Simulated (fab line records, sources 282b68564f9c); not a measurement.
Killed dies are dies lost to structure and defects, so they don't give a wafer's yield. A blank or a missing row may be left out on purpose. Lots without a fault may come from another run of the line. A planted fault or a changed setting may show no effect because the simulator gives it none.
fab line records | flow rit_cmos
record lots=14 wafers=42 last_day=7
route steps=202 shown ACTIVE@2
lots that met no fault: from a run of the same line without faults
start_h: hours from the record's first day to the start of the lot's first wafer shown | wait_h: hours since the lot's step before | " the same as in the row above | L1.1+2: a row that stands for several wafers | - no value, or no start given | * or withheld: withheld | < > ~ a bound
route shown NAME@n: a module of which the file shows steps, and the number in the route of the first | usual: mean/standard deviation of fault-free wafers | same: alike in all rows | chamber/n: place in a boat | sites: the reading at each site | _std_site: their standard deviation | _edge_site: outer sites' mean less inner sites' | radius_mm: how far each site lies from the wafer's centre | mask NAME#n: copy n | behind: the tool/chamber that last shaped the wafer | hold: why the lot was held/for how many hours/how that ended | device: the transistor (n, p or np) that didn't switch | end of line: the same wafers' tests at the end of the route | a step without rows: its recipe alone | killed: dies lost to structure and defects at the first sort, not the wafer's yield | map: a wafer's dies, x killed, . not, _ none there
set.NAME: the setting as run; set.NAME@STEP: as run at that earlier step | model.NAME: the simulator's own value behind a step, which no gauge read
steps of the route over a sample of lots; a table a step, a row a wafer
services: from which hour (start_h, from the record's first day; less than 0 if before it) a tool's chamber was out of use, for how many hours, and why
## steps
# step RIT_ACTIVE_OXIDATION_01
# recipe temp_c=1000 ambient=O2 target_thk_a=468 ox_time_s=3360
# usual spike_tc_centre_C=1001.8/0.98 spike_tc_load_C=1029.9/1.3 spike_tc_source_C=1022.9/1.4 tube_center_temp_C=999.99/0.091 tube_center_temp_C_max=1002.5/0.44
# columns lot.wafer tool chamber start_h wait_h spike_tc_centre_C spike_tc_load_C spike_tc_source_C tube_center_temp_C tube_center_temp_C_max
L278.1 furnace-04 0 13.01 3.0 1001.0 1028.4 1023.1 999.96 1002.2
L278.4 " 0 " " 1001.6 1029.4 1024.0 1000.1 1002.5
L278.5 " 0 " " 1002.6 1028.8 1023.0 1000.1 1003.3
L279.1 furnace-04 0 16.02 1.0 1000.4 1029.4 1023.6 1000.2 1002.5
L279.3 " 0 " " 1002.6 1030.5 1023.2 1000.1 1002.8
L279.6 " 0 " " 1002.4 1028.6 1024.3 999.96 1001.8
L280.3 furnace-04 0 20.51 0.4 1001.9 1031.0 1025.7 999.99 1002.6
L280.4 " 0 " " 1001.0 1029.0 1022.6 1000 1002.7
L280.5 " 0 " " 1002.7 1030.0 1024.5 999.94 1002.6
L281.2 furnace-02 0 25.54 0.5 1001.0 1029.9 1021.3 1000 1003.2
L281.5 " 0 " " 999.5 1030.1 1020.4 1000 1003.1
L281.6 " 0 " " 1000.5 1031.5 1022.8 1000.1 1003.2
L282.1 furnace-04 0 30.12 0.1 1002.3 1030.8 1024.0 1000.1 1003.0
L282.2 " 0 " " 1002.3 1029.8 1023.9 999.94 1002.2
L282.3 " 0 " " 1001.3 1029.0 1024.1 1000 1002.6
L283.1 furnace-04 0 35.92 0.9 1001.1 1028.7 1023.2 1000 1002.4
L283.3 " 0 " " 1001.5 1027.4 1021.6 999.98 1002.5
L283.4 " 0 " " 1001.9 1030.3 1024.2 1000.2 1002.4
L284.2 furnace-02 0 40.47 0.4 1002.2 1032.5 1021.7 999.98 1002.4
L284.3 " 0 " " 1002.4 1031.1 1021.3 1000 1002.6
L284.6 " 0 " " 1002.1 1032.1 1020.3 999.99 1001.9
L292.1 furnace-02 0 85.69 5.7 994.8 1024.9 1013.5 993.03 995.6
L292.5 " 0 " " 994.3 1025.2 1013.6 992.95 995.9
L292.6 " 0 " " 994.7 1024.4 1013.9 992.9 995.4
L293.1 furnace-02 0 85.69 0.7 995.5 1024.0 1016.0 993.05 995.9
L293.4 " 0 " " 994.5 1023.1 1013.3 992.91 995.7
L293.5 " 0 " " 993.8 1023.0 1013.5 992.89 996.7
L295.3 furnace-04 0 100.24 5.2 1001.3 1030.5 1025.3 1000 1002.2
L295.4 " 0 " " 1002.2 1028.7 1023.1 999.83 1002.1
L295.5 " 0 " " 1003.2 1029.3 1025.0 999.88 1002.4
L296.2 furnace-04 0 100.24 0.2 1001.5 1030.0 1024.4 1000.1 1002.8
L296.5 " 0 " " 1000.9 1028.5 1022.1 999.97 1003.0
L296.6 " 0 " " 1002.0 1028.4 1021.6 999.78 1002.3
L297.1 furnace-04 0 105.42 0.4 1000.8 1028.9 1024.2 999.94 1002.7
L297.3 " 0 " " 1001.1 1028.7 1023.3 999.98 1002.8
L297.5 " 0 " " 1001.1 1030.2 1024.5 999.98 1002.1
L299.2 furnace-04 0 117.31 2.3 1002.0 1030.0 1023.0 999.95 1002.7
L299.5 " 0 " " 1002.3 1031.5 1020.8 1000.2 1003.1
L299.6 " 0 " " 1001.0 1029.1 1023.6 1000.1 1002.6
L300.1 furnace-04 0 120.81 0.8 1001.6 1030.8 1023.7 1000.1 1003.4
L300.2 " 0 " " 1001.6 1029.7 1023.7 999.88 1002.3
L300.4 " 0 " " 1001.8 1029.2 1022.8 999.97 1002.3
# step RIT_ACTIVE_THK_MEAS_02
# recipe reads=SiO2_of_ACTIVE_OXIDATION_01
# usual ACTIVE_OXIDE_THK=47.0/0.94
# columns lot.wafer tool chamber start_h wait_h ACTIVE_OXIDE_THK[nm]
L278.1 film_metro-01 - 14.95 0.0 46.2
L278.4 " - " " 45.9
L278.5 " - " " 46.5
L279.1 film_metro-04 - 17.96 0.0 46.0
L279.3 " - " " 45.7
L279.6 " - " " 45.4
L280.3 film_metro-01 - 22.46 0.0 45.8
L280.4 " - " " 46.3
L280.5 " - " " 46.1
L281.2 film_metro-02 - 27.49 0.0 48.8
L281.5 " - " " 49.1
L281.6 " - " " 48.6
L282.1 film_metro-02 - 32.05 0.0 47.5
L282.2 " - " " 47.3
L282.3 " - " " 47.5
L283.1 film_metro-01 - 37.85 0.0 46.5
L283.3 " - " " 46.6
L283.4 " - " " 46.7
L284.2 film_metro-01 - 42.42 0.0 46.5
L284.3 " - " " 46.6
L284.6 " - " " 46.5
L292.1 film_metro-04 - 87.62 0.0 44.0
L292.5 " - " " 43.1
L292.6 " - " " 43.6
L293.1 film_metro-02 - 87.62 0.0 43.1
L293.4 " - " " 42.2
L293.5 " - " " 41.2
L296.2 film_metro-01 - 102.19 0.0 46.9
L296.5 " - " " 46.2
L296.6 " - " " 46.3
L295.3 film_metro-04 - 102.20 0.0 47.9
L295.4 " - " " 47.8
L295.5 " - " " 48.0
L297.1 film_metro-04 - 107.35 0.0 47.1
L297.3 " - " " 47.0
L297.5 " - " " 47.4
L299.2 film_metro-04 - 119.25 0.0 47.2
L299.5 " - " " 47.1
L299.6 " - " " 46.2
L300.1 film_metro-02 - 122.74 0.0 46.8
L300.2 " - " " 46.2
L300.4 " - " " 47.0
## services
# columns tool chamber start_h hours kind
furnace-02 - -10.00 3.3 pm
furnace-02 - 72.14 3.2 pm
furnace-04 - 114.10 3.2 pm
## key
first_sign step=RIT_ACTIVE_OXIDATION_01 reading=tube_center_temp_C direction=down sigmas=70 usual=* struck=*
effect step=RIT_ACTIVE_OXIDATION_01 reading=tube_center_temp_C_max direction=down sigmas=15 usual=* struck=*
effect step=RIT_ACTIVE_THK_MEAS_02 reading=ACTIVE_OXIDE_THK direction=down sigmas=4.5 usual=47.0 struck=42.9
met_at RIT_ACTIVE_OXIDATION_01
struck_lots L292,L293
tester_left_out L292,L293
onset_between 40.47 85.69
fault kind=process_parameter_drift tool=furnace-02 chamber=- onset_h=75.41 steps=RIT_ACTIVE_OXIDATION_01 channel=temp_c offset=* shape=step end_h=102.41 acts_in=* stated=*
# tester_left_out: of these lots the tester's yield and bins aren't shown, on N5 and GAA mostly nor the transistor test; their killed dies are dies lost to structure and defects alone, not to doping, threshold or leakage, so they don't give the yield
